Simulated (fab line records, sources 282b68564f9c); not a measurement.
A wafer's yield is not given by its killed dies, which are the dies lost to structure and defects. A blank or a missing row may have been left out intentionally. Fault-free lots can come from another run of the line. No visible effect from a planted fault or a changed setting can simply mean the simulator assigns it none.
fab line records    flow rit-cmos    part 1 of 2: steps 1 to 33 of 45
record lots=5  wafers=15  last-day=8
route steps=202 shown NLDD@113 PLDD@114 SPACER@125 NSD@131 PSD@142 SDANNEAL@153
lots untouched by any fault: they come from a run of this same line in which no faults occurred
start-h: hours from the record's first day to the start of the lot's first wafer shown    wait-h: time in hours since the lot's previous step    " identical to the entry in the row above    L1.1+2: a row that stands for several wafers    - value missing, or start not given    * or withheld: withheld    < > ~ a bound
route shown NAME@n: a module of which the file shows steps, and the number in the route of the first    usual: the fault-free wafers' mean and standard deviation    same: alike in all rows    chamber/n: place in a boat    sites: per-site readings    _std_site: how widely they spread, as a standard deviation    _edge_site: mean of outer sites minus mean of inner sites    radius-mm: how far each site lies from the wafer's centre    mask NAME#n: copy n    behind: tool/chamber where the wafer was last shaped    hold: what put the lot on hold/how long, in hours/how the hold closed    device: names the non-switching transistor (n, p or np)    end of line: tests run on the same wafers once the route is complete    where a step has no rows: the recipe by itself    killed: dies that structure and defects cost at the first sort, which is not the same as the wafer's yield    map: dies across one wafer; x = killed, . = not, _ = none there
set.NAME: setting as actually run; set.NAME@STEP: the setting as run at that earlier step    model.NAME: the simulator's own value behind a step, which no gauge read
lots at selected steps of the route; one table per step, one row per wafer
services: the hour from which a tool's chamber was out of use, counted from the record's first day as start-h (under 0 if before that day), plus the number of hours and why
## steps
# step RIT_NLDD_TW_MEAS_10
# usual NLDD_TW=2495/20
lot.wafer  tool           chamber  start-h  wait-h  NLDD_TW
L075.2     film-metro-01  -        57.20    0.1     2468
L075.5     "              -        "        "       2492
L075.6     "              -        "        "       2475
L084.1     film-metro-01  -        101.99   0.1     2479
L084.3     "              -        "        "       2468
L084.4     "              -        "        "       2480
L087.1     film-metro-02  -        117.32   0.1     2497
L087.4     "              -        "        "       2500
L087.6     "              -        "        "       2497
L094.3     film-metro-03  -        153.87   0.1     2514
L094.4     "              -        "        "       2507
L094.5     "              -        "        "       2512
L095.1     film-metro-01  -        164.19   0.1     2476
L095.2     "              -        "        "       2458
L095.3     "              -        "        "       2464
# step RIT_PLDD_HMDS_00
# recipe prime-time-s=60  prime-temp-c=140
lot.wafer   tool            chamber  start-h  wait-h
L075.2+5+6  litho-track-03  0        57.27    0.1
L084.1+3+4  litho-track-03  0        102.05   0.1
L087.1+4+6  litho-track-04  0        117.46   0.1
L094.3+4+5  litho-track-03  0        153.96   0.1
L095.1+2+3  litho-track-01  0        164.25   0.1
# step RIT_PLDD_COAT_01
# recipe resist=NOVOLAK  spin-rpm=3324  resist-thk-nm=1000
lot.wafer   tool            chamber  start-h  wait-h
L075.2+5+6  litho-track-03  0        57.42    0.1
L084.1+3+4  litho-track-03  0        102.20   0.1
L087.1+4+6  litho-track-04  0        117.61   0.1
L094.3+4+5  litho-track-03  0        154.11   0.1
L095.1+2+3  litho-track-01  0        164.40   0.1
# step RIT_PLDD_SOFTBAKE_02
# recipe resist=NOVOLAK  temp-c=90  time-s=60
lot.wafer   tool            chamber  start-h  wait-h
L075.2+5+6  litho-track-03  0        57.57    0.1
L084.1+3+4  litho-track-03  0        102.35   0.1
L087.1+4+6  litho-track-04  0        117.76   0.1
L094.3+4+5  litho-track-03  0        154.26   0.1
L095.1+2+3  litho-track-01  0        164.55   0.1
# step RIT_PLDD_EXPOSE_03
# recipe mask-id=M8  na=0.57  target-cd-nm=40900  dose-mj=250
# usual reticle-temp-C=22.99/0.11
lot.wafer  tool              chamber  start-h  wait-h  mask  reticle-temp-C
L075.2     iline-stepper-02  0        57.84    0.2     M8#0  23.03
L075.5     "                 0        "        "       M8#0  22.98
L075.6     "                 0        "        "       M8#0  23.18
L084.1     iline-stepper-01  0        102.50   0.1     M8#0  22.91
L084.3     "                 0        "        "       M8#0  23.02
L084.4     "                 0        "        "       M8#0  22.98
L087.1     iline-stepper-02  0        118.03   0.2     M8#0  22.82
L087.4     "                 0        "        "       M8#0  23.10
L087.6     "                 0        "        "       M8#0  22.92
L094.3     iline-stepper-02  0        154.53   0.2     M8#0  22.95
L094.4     "                 0        "        "       M8#0  22.95
L094.5     "                 0        "        "       M8#0  22.82
L095.1     iline-stepper-02  0        164.70   0.1     M8#0  22.98
L095.2     "                 0        "        "       M8#0  23.05
L095.3     "                 0        "        "       M8#0  23.03
# step RIT_PLDD_PEB_04
# recipe resist=NOVOLAK  temp-c=withheld  time-s=withheld
lot.wafer   tool            chamber  start-h  wait-h
L075.2+5+6  litho-track-03  0        57.97    0.1
L084.1+3+4  litho-track-01  0        102.62   0.1
L087.1+4+6  litho-track-01  0        118.15   0.1
L094.3+4+5  litho-track-04  0        154.65   0.1
L095.1+2+3  litho-track-04  0        164.92   0.2
# step RIT_PLDD_DEVELOP_05
# recipe resist=NOVOLAK  develop-time-s=50  dev-temp-c=23
# usual developer-temp-C=22.98/0.12
lot.wafer  tool            chamber  start-h  wait-h  developer-temp-C
L075.2     litho-track-03  0        -        -       23.15
L075.5     "               0        "        "       23.10
L075.6     "               0        "        "       23.06
L084.1     litho-track-01  0        -        -       22.96
L084.3     "               0        "        "       22.97
L084.4     "               0        "        "       22.85
L087.1     litho-track-01  0        -        -       23.05
L087.4     "               0        "        "       22.97
L087.6     "               0        "        "       22.99
L094.3     litho-track-04  0        -        -       23.17
L094.4     "               0        "        "       23.06
L094.5     "               0        "        "       23.12
L095.1     litho-track-04  0        -        -       22.99
L095.2     "               0        "        "       22.89
L095.3     "               0        "        "       22.88
# step RIT_PLDD_OVL_MEAS_06
# usual PLDD_OVL=-0.2/1.4
lot.wafer  tool        chamber  start-h  wait-h  PLDD_OVL[nm]
L075.2     overlay-02  -        58.23    -       0.2
L075.5     "           -        "        "       -0.7
L075.6     "           -        "        "       -0.4
L084.1     overlay-01  -        102.90   -       1.0
L084.3     "           -        "        "       0.7
L084.4     "           -        "        "       1.6
L087.1     overlay-02  -        118.43   -       -0.4
L087.4     "           -        "        "       -1.3
L087.6     "           -        "        "       0.9
L094.3     overlay-02  -        154.90   -       0.4
L094.4     "           -        "        "       -1.9
L094.5     "           -        "        "       0.1
L095.1     overlay-01  -        165.20   -       -1.9
L095.2     "           -        "        "       -0.5
L095.3     "           -        "        "       -1.6
# step RIT_PLDD_HARDBAKE_07
# recipe resist=NOVOLAK  temp-c=140  time-s=60
lot.wafer   tool            chamber  start-h  wait-h
L075.2+5+6  litho-track-01  0        58.28    0.0
L084.1+3+4  litho-track-03  0        102.94   0.0
L087.1+4+6  litho-track-04  0        118.47   0.0
L094.3+4+5  litho-track-03  0        154.97   0.1
L095.1+2+3  litho-track-04  0        165.24   0.0
# step RIT_PLDD_IMPLANT_08
# recipe species=BF2  energy-kev=20  dose-cm2=9e+14  tilt-deg=7
# usual dose-ions-cm2=8.997e+14/1e+12  end-station-pressure-torr=7.3e-06/3.7e-07
lot.wafer  tool          chamber  start-h  wait-h  dose-ions-cm2  end-station-pressure-torr
L075.2     implanter-03  0        58.43    0.1     9.001e+14      7.6e-06
L075.5     "             0        "        "       8.989e+14      7.1e-06
L075.6     "             0        "        "       9.004e+14      7.4e-06
L084.1     implanter-03  0        103.09   0.1     8.99e+14       6.5e-06
L084.3     "             0        "        "       9.002e+14      8.1e-06
L084.4     "             0        "        "       8.995e+14      6.9e-06
L087.1     implanter-04  0        118.62   0.1     8.997e+14      7.2e-06
L087.4     "             0        "        "       8.985e+14      7.7e-06
L087.6     "             0        "        "       8.999e+14      7.3e-06
L094.3     implanter-03  0        155.12   0.1     8.99e+14       7.2e-06
L094.4     "             0        "        "       8.992e+14      7.1e-06
L094.5     "             0        "        "       8.996e+14      7.3e-06
L095.1     implanter-03  0        165.39   0.1     8.991e+14      7.3e-06
L095.2     "             0        "        "       9.022e+14      7.8e-06
L095.3     "             0        "        "       8.973e+14      7.7e-06
# step RIT_PLDD_STRIP_09
# recipe chemistry=O2  time-s=180  resist=NOVOLAK  platen-temp-c=withheld  power-w=500  pressure-mtorr=4000  o2-flow-sccm=4000
# usual drypump-motor-current-A=5.7/0.51
lot.wafer  tool             chamber  start-h  wait-h  drypump-motor-current-A  rf-hours-counter-h
L075.2     plasma-asher-01  0        58.56    0.1     5.1                      42
L075.5     "                1        "        "       6.4                      -
L075.6     "                0        "        "       5.1                      -
L084.1     plasma-asher-03  1        103.24   0.1     5.4                      31
L084.3     "                1        "        "       5.5                      -
L084.4     "                0        "        "       6.1                      -
L087.1     plasma-asher-04  1        118.77   0.1     6.2                      51
L087.4     "                1        "        "       6.2                      -
L087.6     "                1        "        "       6.2                      -
L094.3     plasma-asher-03  1        155.28   0.1     5.5                      -
L094.4     "                0        "        "       6.2                      -
L094.5     "                1        "        "       5.4                      -
L095.1     plasma-asher-03  1        165.54   0.1     5.4                      38
L095.2     "                0        "        "       6.1                      38
L095.3     "                1        "        "       5.4                      -
# step RIT_PLDD_TW_MEAS_10
# usual PLDD_TW=2356/20
lot.wafer  tool           chamber  start-h  wait-h  PLDD_TW
L075.2     film-metro-03  -        58.74    0.1     2380
L075.5     "              -        "        "       2388
L075.6     "              -        "        "       2378
L084.1     film-metro-03  -        103.41   0.1     2353
L084.3     "              -        "        "       2370
L084.4     "              -        "        "       2367
L087.1     film-metro-03  -        118.94   0.1     2368
L087.4     "              -        "        "       2353
L087.6     "              -        "        "       2363
L094.3     film-metro-01  -        155.42   0.1     2335
L094.4     "              -        "        "       2321
L094.5     "              -        "        "       2335
L095.1     film-metro-03  -        165.71   0.1     2367
L095.2     "              -        "        "       2379
L095.3     "              -        "        "       2366
# step RIT_SPACER_CLEAN_00
# recipe chemistry=SC1  mix=3:3:50  time-s=600  temp-c=75
lot.wafer   tool          chamber  start-h  wait-h
L075.2+5+6  wet-bench-03  0        58.79    0.0
L084.1+3+4  wet-bench-04  0        103.47   0.1
L087.1+4+6  wet-bench-02  3        119.00   0.1
L094.3+4+5  wet-bench-03  1        155.46   0.0
L095.1+2+3  wet-bench-04  3        165.77   0.1
# step RIT_SPACER_CLEAN_01
# recipe chemistry=dHF  dilution=50:1  time-s=29.54
lot.wafer   tool          chamber  start-h  wait-h
L075.2+5+6  wet-bench-02  3        58.99    0.0
L084.1+3+4  wet-bench-02  2        103.65   0.0
L087.1+4+6  wet-bench-03  1        119.18   0.0
L094.3+4+5  wet-bench-02  0        155.63   0.0
L095.1+2+3  wet-bench-02  3        165.95   0.0
# step RIT_SPACER_CLEAN_02
# recipe chemistry=SC2  mix=3:3:50  time-s=600  temp-c=75  dry=n2-spin
lot.wafer   tool          chamber  start-h  wait-h
L075.2+5+6  wet-bench-04  1        59.00    0.0
L084.1+3+4  wet-bench-03  2        103.66   0.0
L087.1+4+6  wet-bench-02  3        119.20   0.0
L094.3+4+5  wet-bench-04  3        155.65   0.0
L095.1+2+3  wet-bench-03  1        165.97   0.0
# step RIT_SPACER_CVD_03
# recipe material=Si3N4  target-thk-nm=250  temp-c=810  precursor=SiH2Cl2/NH3  time-s=3300  pressure-mtorr=300  sih2cl2-flow-sccm=60  nh3-flow-sccm=150
lot.wafer   tool      chamber  start-h  wait-h
L075.2+5+6  lpcvd-01  0        59.18    0.0
L084.1+3+4  lpcvd-02  1        103.84   0.0
L087.1+4+6  lpcvd-02  0        124.07   4.7
L094.3+4+5  lpcvd-01  0        156.69   0.9
L095.1+2+3  lpcvd-02  0        166.16   0.0
# step RIT_SPACER_THK_MEAS_04
# recipe reads=Si3N4_of_SPACER_CVD_03
# usual SPACER_NITRIDE_THK=250.2/2.4
lot.wafer  tool           chamber  start-h  wait-h  SPACER_NITRIDE_THK[nm]
L075.2     film-metro-04  -        62.06    0.0     244.8
L075.5     "              -        "        "       244.7
L075.6     "              -        "        "       246.0
L084.1     film-metro-03  -        106.71   0.0     244.7
L084.3     "              -        "        "       244.5
L084.4     "              -        "        "       243.3
L087.1     film-metro-03  -        126.94   0.0     247.3
L087.4     "              -        "        "       251.5
L087.6     "              -        "        "       248.0
L094.3     film-metro-04  -        158.63   0.0     252.9
L094.4     "              -        "        "       252.6
L094.5     "              -        "        "       252.8
L095.1     film-metro-03  -        169.03   0.0     250.7
L095.2     "              -        "        "       253.7
L095.3     "              -        "        "       252.4
# step RIT_SPACER_ETCHBACK_05
# recipe target-depth-a=2500  SF6_flow_sccm=30  CHF3_flow_sccm=30  target=Si3N4  chemistry=SF6/CHF3  pressure-mtorr=40  rf-w=250  time-s=240  stop-on=SiO2
# usual drypump-motor-current-A=5.6/0.49  oes-product-au=0.842/0.013  throttle-valve-pct=10.27/0.11
lot.wafer  tool         chamber  start-h  wait-h  drypump-motor-current-A  oes-product-au  rf-hours-counter-h  throttle-valve-pct
L075.2     rie-diel-03  1        62.11    0.0     5.0                      0.827           28                  10.34
L075.5     "            2        "        "       5.2                      0.839           -                   10.29
L075.6     "            3        "        "       5.2                      0.834           -                   10.12
L084.1     rie-diel-03  3        106.77   0.1     5.2                      0.831           38                  10.13
L084.3     "            1        "        "       5.0                      0.834           29                  10.33
L084.4     "            0        "        "       6.6                      0.803           84                  10.16
L087.1     rie-diel-03  0        127.00   0.1     6.6                      0.819           85                  10.13
L087.4     "            3        "        "       5.2                      0.843           38                  10.12
L087.6     "            3        "        "       5.2                      0.834           -                   10.12
L094.3     rie-diel-04  1        158.67   0.0     5.2                      0.843           52                  10.30
L094.4     "            0        "        "       6.1                      0.835           36                  10.35
L094.5     "            1        "        "       5.2                      0.843           -                   10.30
L095.1     rie-diel-03  1        169.09   0.1     5.0                      0.843           30                  10.33
L095.2     "            2        "        "       5.2                      0.868           6                   10.29
L095.3     "            3        "        "       5.3                      0.837           39                  10.13
# step RIT_NSD_HMDS_00
# recipe prime-time-s=60  prime-temp-c=140
lot.wafer   tool            chamber  start-h  wait-h
L075.2+5+6  litho-track-04  0        62.29    0.1
L084.1+3+4  litho-track-02  0        107.04   0.2
L087.1+4+6  litho-track-03  0        127.15   0.1
L094.3+4+5  litho-track-03  0        159.16   0.4
L095.1+2+3  litho-track-04  0        169.24   0.1
# step RIT_NSD_COAT_01
# recipe resist=NOVOLAK  spin-rpm=3298  resist-thk-nm=1000
lot.wafer   tool            chamber  start-h  wait-h
L075.2+5+6  litho-track-04  0        62.44    0.1
L084.1+3+4  litho-track-02  0        107.19   0.1
L087.1+4+6  litho-track-03  0        127.30   0.1
L094.3+4+5  litho-track-03  0        159.31   0.1
L095.1+2+3  litho-track-04  0        169.39   0.1
# step RIT_NSD_SOFTBAKE_02
# recipe resist=NOVOLAK  temp-c=90  time-s=60
lot.wafer   tool            chamber  start-h  wait-h
L075.2+5+6  litho-track-04  0        62.59    0.1
L084.1+3+4  litho-track-02  0        107.34   0.1
L087.1+4+6  litho-track-03  0        127.45   0.1
L094.3+4+5  litho-track-03  0        159.46   0.1
L095.1+2+3  litho-track-04  0        169.54   0.1
# step RIT_NSD_EXPOSE_03
# recipe mask-id=M9  na=0.57  target-cd-nm=40700  dose-mj=250
# usual reticle-temp-C=23.00/0.11
lot.wafer  tool              chamber  start-h  wait-h  mask  reticle-temp-C
L075.2     iline-stepper-02  0        62.86    0.2     M9#0  23.05
L075.5     "                 0        "        "       M9#0  22.91
L075.6     "                 0        "        "       M9#0  23.00
L084.1     iline-stepper-01  0        107.61   0.2     M9#0  23.04
L084.3     "                 0        "        "       M9#0  23.18
L084.4     "                 0        "        "       M9#0  23.11
L087.1     iline-stepper-01  0        127.60   0.1     M9#0  23.00
L087.4     "                 0        "        "       M9#0  22.93
L087.6     "                 0        "        "       M9#0  23.00
L094.3     iline-stepper-01  0        159.72   0.2     M9#0  22.97
L094.4     "                 0        "        "       M9#0  22.97
L094.5     "                 0        "        "       M9#0  22.93
L095.1     iline-stepper-01  0        169.69   0.1     M9#0  22.99
L095.2     "                 0        "        "       M9#0  22.97
L095.3     "                 0        "        "       M9#0  22.96
# step RIT_NSD_PEB_04
# recipe resist=NOVOLAK  temp-c=withheld  time-s=withheld
lot.wafer   tool            chamber  start-h  wait-h
L075.2+5+6  litho-track-04  0        62.98    0.1
L084.1+3+4  litho-track-04  0        107.73   0.1
L087.1+4+6  litho-track-03  0        127.72   0.1
L094.3+4+5  litho-track-02  0        159.85   0.1
L095.1+2+3  litho-track-02  0        169.81   0.1
# step RIT_NSD_DEVELOP_05
# recipe resist=NOVOLAK  develop-time-s=50  dev-temp-c=23
# usual developer-temp-C=23.00/0.12
lot.wafer  tool            chamber  start-h  wait-h  developer-temp-C
L075.2     litho-track-04  0        -        -       22.84
L075.5     "               0        "        "       22.81
L075.6     "               0        "        "       23.08
L084.1     litho-track-04  0        -        -       22.93
L084.3     "               0        "        "       23.10
L084.4     "               0        "        "       23.01
L087.1     litho-track-03  0        -        -       22.85
L087.4     "               0        "        "       22.76
L087.6     "               0        "        "       22.80
L094.3     litho-track-02  0        -        -       23.05
L094.4     "               0        "        "       23.06
L094.5     "               0        "        "       23.12
L095.1     litho-track-02  0        -        -       22.97
L095.2     "               0        "        "       23.06
L095.3     "               0        "        "       22.98
# step RIT_NSD_OVL_MEAS_06
# usual NSD_OVL=-0.5/1.3
lot.wafer  tool        chamber  start-h  wait-h  NSD_OVL[nm]
L075.2     overlay-02  -        63.24    -       -3.4
L075.5     "           -        "        "       -2.1
L075.6     "           -        "        "       -2.3
L084.1     overlay-02  -        108.01   -       -0.4
L084.3     "           -        "        "       -1.8
L084.4     "           -        "        "       -2.7
L087.1     overlay-02  -        128.00   -       -1.6
L087.4     "           -        "        "       -0.6
L087.6     "           -        "        "       -1.2
L094.3     overlay-02  -        160.10   -       -1.6
L094.4     "           -        "        "       -1.5
L094.5     "           -        "        "       -1.1
L095.1     overlay-01  -        170.09   -       -0.7
L095.2     "           -        "        "       -1.4
L095.3     "           -        "        "       0.8
# step RIT_NSD_HARDBAKE_07
# recipe resist=NOVOLAK  temp-c=140  time-s=60
lot.wafer   tool            chamber  start-h  wait-h
L075.2+5+6  litho-track-04  0        63.30    0.0
L084.1+3+4  litho-track-02  0        108.05   0.0
L087.1+4+6  litho-track-02  0        128.04   0.0
L094.3+4+5  litho-track-02  0        160.17   0.1
L095.1+2+3  litho-track-04  0        170.13   0.0
# step RIT_NSD_IMPLANT_08
# recipe species=P  energy-kev=25  dose-cm2=1e+15  tilt-deg=7
# usual dose-ions-cm2=1e+15/1.1e+12  end-station-pressure-torr=7.5e-06/4e-07
lot.wafer  tool          chamber  start-h  wait-h  dose-ions-cm2  end-station-pressure-torr
L075.2     implanter-01  0        63.45    0.1     9.998e+14      7.8e-06
L075.5     "             0        "        "       9.988e+14      7.4e-06
L075.6     "             0        "        "       1.0001e+15     6.7e-06
L084.1     implanter-01  0        108.20   0.1     9.988e+14      7.8e-06
L084.3     "             0        "        "       9.979e+14      7.9e-06
L084.4     "             0        "        "       9.997e+14      7.8e-06
L087.1     implanter-01  0        128.19   0.1     1.0014e+15     7.1e-06
L087.4     "             0        "        "       9.989e+14      7.8e-06
L087.6     "             0        "        "       9.991e+14      7e-06
L094.3     implanter-02  0        160.32   0.1     1.0015e+15     7.7e-06
L094.4     "             0        "        "       1.0026e+15     6.8e-06
L094.5     "             0        "        "       1.0004e+15     7.3e-06
L095.1     implanter-01  0        170.28   0.1     9.992e+14      6.9e-06
L095.2     "             0        "        "       1.0008e+15     7.1e-06
L095.3     "             0        "        "       9.997e+14      7.5e-06
# step RIT_NSD_STRIP_09
# recipe chemistry=O2  time-s=180  resist=NOVOLAK  platen-temp-c=withheld  power-w=500  pressure-mtorr=4000  o2-flow-sccm=4000
# usual drypump-motor-current-A=5.8/0.54
lot.wafer  tool             chamber  start-h  wait-h  drypump-motor-current-A  rf-hours-counter-h
L075.2     plasma-asher-04  0        63.57    0.1     5.1                      44
L075.5     "                0        "        "       5.1                      -
L075.6     "                1        "        "       6.1                      -
L084.1     plasma-asher-04  1        108.35   0.1     6.1                      49
L084.3     "                1        "        "       6.2                      -
L084.4     "                0        "        "       5.1                      -
L087.1     plasma-asher-02  0        128.34   0.1     6.0                      1
L087.4     "                1        "        "       6.1                      -
L087.6     "                1        "        "       6.2                      -
L094.3     plasma-asher-04  0        160.48   0.1     5.1                      -
L094.4     "                1        "        "       6.1                      -
L094.5     "                1        "        "       6.1                      -
L095.1     plasma-asher-04  0        170.43   0.1     5.1                      56
L095.2     "                1        "        "       6.1                      56
L095.3     "                1        "        "       6.2                      -
# step RIT_NSD_TW_MEAS_10
# usual NSD_TW=3126/24
lot.wafer  tool           chamber  start-h  wait-h  NSD_TW
L075.2     film-metro-02  -        63.76    0.1     3158
L075.5     "              -        "        "       3174
L075.6     "              -        "        "       3172
L084.1     film-metro-03  -        108.53   0.1     3137
L084.3     "              -        "        "       3141
L084.4     "              -        "        "       3162
L087.1     film-metro-01  -        128.52   0.1     3110
L087.4     "              -        "        "       3090
L087.6     "              -        "        "       3106
L094.3     film-metro-02  -        160.61   0.1     3114
L094.4     "              -        "        "       3124
L094.5     "              -        "        "       3125
L095.1     film-metro-03  -        170.60   0.1     3134
L095.2     "              -        "        "       3123
L095.3     "              -        "        "       3130
# step RIT_PSD_HMDS_00
# recipe prime-time-s=60  prime-temp-c=140
lot.wafer   tool            chamber  start-h  wait-h
L075.2+5+6  litho-track-02  0        63.83    0.1
L084.1+3+4  litho-track-02  0        108.59   0.1
L087.1+4+6  litho-track-02  0        128.58   0.1
L094.3+4+5  litho-track-01  0        160.70   0.1
L095.1+2+3  litho-track-02  0        170.66   0.1
# step RIT_PSD_COAT_01
# recipe resist=NOVOLAK  spin-rpm=3250  resist-thk-nm=1000
lot.wafer   tool            chamber  start-h  wait-h
L075.2+5+6  litho-track-02  0        63.98    0.1
L084.1+3+4  litho-track-02  0        108.74   0.1
L087.1+4+6  litho-track-02  0        128.73   0.1
L094.3+4+5  litho-track-01  0        160.85   0.1
L095.1+2+3  litho-track-02  0        170.81   0.1
# step RIT_PSD_SOFTBAKE_02
# recipe resist=NOVOLAK  temp-c=90  time-s=60
lot.wafer   tool            chamber  start-h  wait-h
L075.2+5+6  litho-track-02  0        64.13    0.1
L084.1+3+4  litho-track-02  0        108.89   0.1
L087.1+4+6  litho-track-02  0        128.88   0.1
L094.3+4+5  litho-track-01  0        161.00   0.1
L095.1+2+3  litho-track-02  0        170.96   0.1
# step RIT_PSD_EXPOSE_03
# recipe mask-id=M10  na=0.57  target-cd-nm=40900  dose-mj=250
# usual reticle-temp-C=23.03/0.11
lot.wafer  tool              chamber  start-h  wait-h  mask   reticle-temp-C
L075.2     iline-stepper-02  0        64.40    0.2     M10#0  23.03
L075.5     "                 0        "        "       M10#0  22.98
L075.6     "                 0        "        "       M10#0  23.03
L084.1     iline-stepper-02  0        109.16   0.2     M10#0  22.93
L084.3     "                 0        "        "       M10#0  23.02
L084.4     "                 0        "        "       M10#0  23.02
L087.1     iline-stepper-01  0        129.03   0.1     M10#0  23.01
L087.4     "                 0        "        "       M10#0  23.09
L087.6     "                 0        "        "       M10#0  23.07
L094.3     iline-stepper-01  0        161.38   0.3     M10#0  23.01
L094.4     "                 0        "        "       M10#0  22.96
L094.5     "                 0        "        "       M10#0  23.14
L095.1     iline-stepper-02  0        171.24   0.2     M10#0  22.93
L095.2     "                 0        "        "       M10#0  22.95
L095.3     "                 0        "        "       M10#0  22.92
